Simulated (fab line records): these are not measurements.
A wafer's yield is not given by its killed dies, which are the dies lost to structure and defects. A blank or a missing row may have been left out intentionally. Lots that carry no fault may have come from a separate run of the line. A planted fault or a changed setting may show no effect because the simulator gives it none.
Struck lot and sound lot, side by side | flow ritCmos | 28 out of 202 route steps
Sound: these wafers, L705.2, L705.3, L705.5. Wafers struck: L713.1, L713.2, L713.5. At the end, the cause is stated.
Order at every step that has rows: each side's tool, ch and its chambers, its first start. Under that, the readings that differ: sound wafers | struck wafers | difference of the means | sigmas: that difference in standard deviations of wafers without a fault.
alike: a reading whose means differ by less than 2 such deviations, as well as words and numbers matching on both sides. not compared: withheld readings; readings where some wafer has no value; bounds like >300 that might hide an equal value; numbers whose values overlap and for which the record gives no deviation.
The two part at a step that has a row with sigmas, a row that says differs or no value, or rows on one side only. Non-overlapping numbers with no deviation appear without sigmas and do not part them. A reading missing from all wafers of one side parts the sides only when that side holds two or more wafers.

RIT_ACTIVE_BOW_MEAS_00:
  struck on filmMetro-02, day 3 07:00; sound on filmMetro-03, day 1 15:01
reading           | sound    | struck   | difference | sigmas
INCOMING_BOW (um) | 11 10 15 | -12 2 -1 | -16        | -2
RIT_ACTIVE_OXIDATION_01: target thk 46.8 nm, ox time 3360 s.
  sound on furnace-01 ch 0, day 1 15:09; struck on furnace-01 ch 0, day 3 07:07
reading                                      | sound             | struck            | difference | sigmas
oxTimeS (s)                                  | 3360 3360 3360    | 2688 2688 2688    | -672       | 
model.SiO2_of_ACTIVE_OXIDATION_01.thkNm (nm) | 48.15 47.95 48.18 | 42.39 42.16 42.54 | -5.73      | 
RIT_ACTIVE_THK_MEAS_02:
  struck on filmMetro-04, day 3 09:03; sound on filmMetro-02, day 1 17:05
reading               | sound          | struck         | difference | sigmas
ACTIVE_OXIDE_THK (nm) | 48.2 47.9 48.2 | 42.4 42.2 42.5 | -5.7       | -7
then, 1 step without rows for these wafers: RIT_ACTIVE_CVD_03 (deposits Si3N4 from SiH2Cl2/NH3, target thk 150 nm, time 1500 s).
RIT_ACTIVE_THK_MEAS_04:
  struck on filmMetro-03, day 3 10:32; sound on filmMetro-02, day 1 18:34
  alike: ACTIVE_NITRIDE_THK
then, 6 steps without rows for these wafers: RIT_ACTIVE_HMDS_05 (prime time 60 s); RIT_ACTIVE_COAT_06 (resist thk 1000 nm); RIT_ACTIVE_SOFTBAKE_07 (time 60 s); RIT_ACTIVE_EXPOSE_08 (exposes mask M1, target cd 1400 nm); RIT_ACTIVE_PEB_09; RIT_ACTIVE_DEVELOP_10 (develop time 50 s).
RIT_ACTIVE_CD_MEAS_11: target cd 1400 nm.
  struck on cdSem-01, day 3 11:34; sound on cdSem-01, day 1 19:37
  alike: cdNm
then, 1 step without rows for these wafers: RIT_ACTIVE_HARDBAKE_12 (time 60 s).
RIT_ACTIVE_ETCH_13: etches Si3N4 in SF6, stops on SiO2, time 210 s, target depth 210 nm.
  sound on rieDiel-04 ch 0,1, day 1 19:52; struck on rieDiel-04 ch 0,2,3, day 3 11:50
  alike: drypumpMotorCurrentA, oesProductAu, throttleValvePct
  not compared: rfHoursCounterH
RIT_ACTIVE_STRIP_14: strips in O2, time 180 s.
  sound on plasmaAsher-03 ch 0,1, day 1 20:00; struck on plasmaAsher-03 ch 0,1, day 3 11:58
  alike: drypumpMotorCurrentA
  not compared: rfHoursCounterH
RIT_ACTIVE_CD_MEAS_90: target cd 1400 nm.
  struck on cdSem-02, day 3 12:08; sound on cdSem-02, day 1 20:11
  alike: cdNm
then, 4 steps without rows for these wafers: RIT_ACTIVE_CLEAN_15 (cleans in SC1, time 600 s); RIT_ACTIVE_CLEAN_16 (cleans in dHF, time 30 s); RIT_ACTIVE_CLEAN_17 (cleans in SC2, time 600 s); RIT_FOX1_OXIDATION_00 (target thk 350.7 nm, ox time 1130 s).
RIT_FOX1_THK_MEAS_01:
  struck on filmMetro-01, day 3 15:19; sound on filmMetro-01, day 1 23:01
  alike: FOX1_OXIDE_THK
then, 2 steps without rows for these wafers: RIT_FOX1_WET_ETCH_02 (etches SiO2 in BOE, target depth 350 nm, time 390 s); RIT_FOX2_OXIDATION_00 (target thk 350.7 nm, ox time 1130 s).
RIT_FOX2_THK_MEAS_01:
  struck on filmMetro-01, day 3 18:35; sound on filmMetro-02, day 2 00:31
  alike: FOX2_OXIDE_THK
then, 1 step without rows for these wafers: RIT_FOX2_CLEAN_02 (cleans in dHF, time 180 s).
RIT_FOX2_WET_ETCH_03: etches Si3N4 in H3PO4, target depth 195 nm, time 2700 s.
  sound on wetBench-03 ch 2, day 2 00:37; struck on wetBench-02 ch 2, day 3 18:42
reading                                      | sound             | struck            | difference | sigmas
model.SiO2_of_ACTIVE_OXIDATION_01.thkNm (nm) | 40.65 42.63 40.68 | 37.24 35.37 37.83 | -4.51      | 
  alike: tempC
RIT_FOX2_THK_MEAS_90:
  struck on filmMetro-04, day 3 19:28; sound on filmMetro-02, day 2 01:27
  alike: FIELD_OXIDE_LEFT_1_THK
RIT_M1_PROBE_99:
  struck on prober-02, day 5 08:38; sound on prober-01, day 3 18:02
reading                           | sound             | struck            | difference | sigmas
model.etest.nldd.widthNm (nm)     | 3154 3151 3147    | 3206 3199 3199    | +51        | 
model.etest.pldd.widthNm (nm)     | 3164 3172 3136    | 3209 3198 3190    | +42        | 
model.etest.nplusSal.widthNm (nm) | 3452 3442 3449    | 3494 3456 3494    | +34        | 
model.etest.nmosNarrow.driveUaUm  | 212.7 209.8 211.4 | 240.4 236.9 236.8 | +26.7      | 
model.etest.pmosNarrow.driveUaUm  | 96.28 94.14 95.92 | 105.1 102.3 102   | +7.7       | 
  alike: killedAtFrontEnd, killedDies, killedOpen, killedShort
  not compared: model.etest.pplusSal.widthNm

## WHERE THEY PART
At RIT_ACTIVE_BOW_MEAS_00 first; at RIT_ACTIVE_THK_MEAS_02 last (within this record only). Later steps at which nothing parts them and some readings are alike: RIT_ACTIVE_THK_MEAS_04, RIT_ACTIVE_CD_MEAS_11, RIT_ACTIVE_ETCH_13, RIT_ACTIVE_STRIP_14, RIT_ACTIVE_CD_MEAS_90, RIT_FOX1_THK_MEAS_01, RIT_FOX2_THK_MEAS_01, RIT_FOX2_WET_ETCH_03, RIT_FOX2_THK_MEAS_90, RIT_M1_PROBE_99.

WHY: the cause the simulator had injected
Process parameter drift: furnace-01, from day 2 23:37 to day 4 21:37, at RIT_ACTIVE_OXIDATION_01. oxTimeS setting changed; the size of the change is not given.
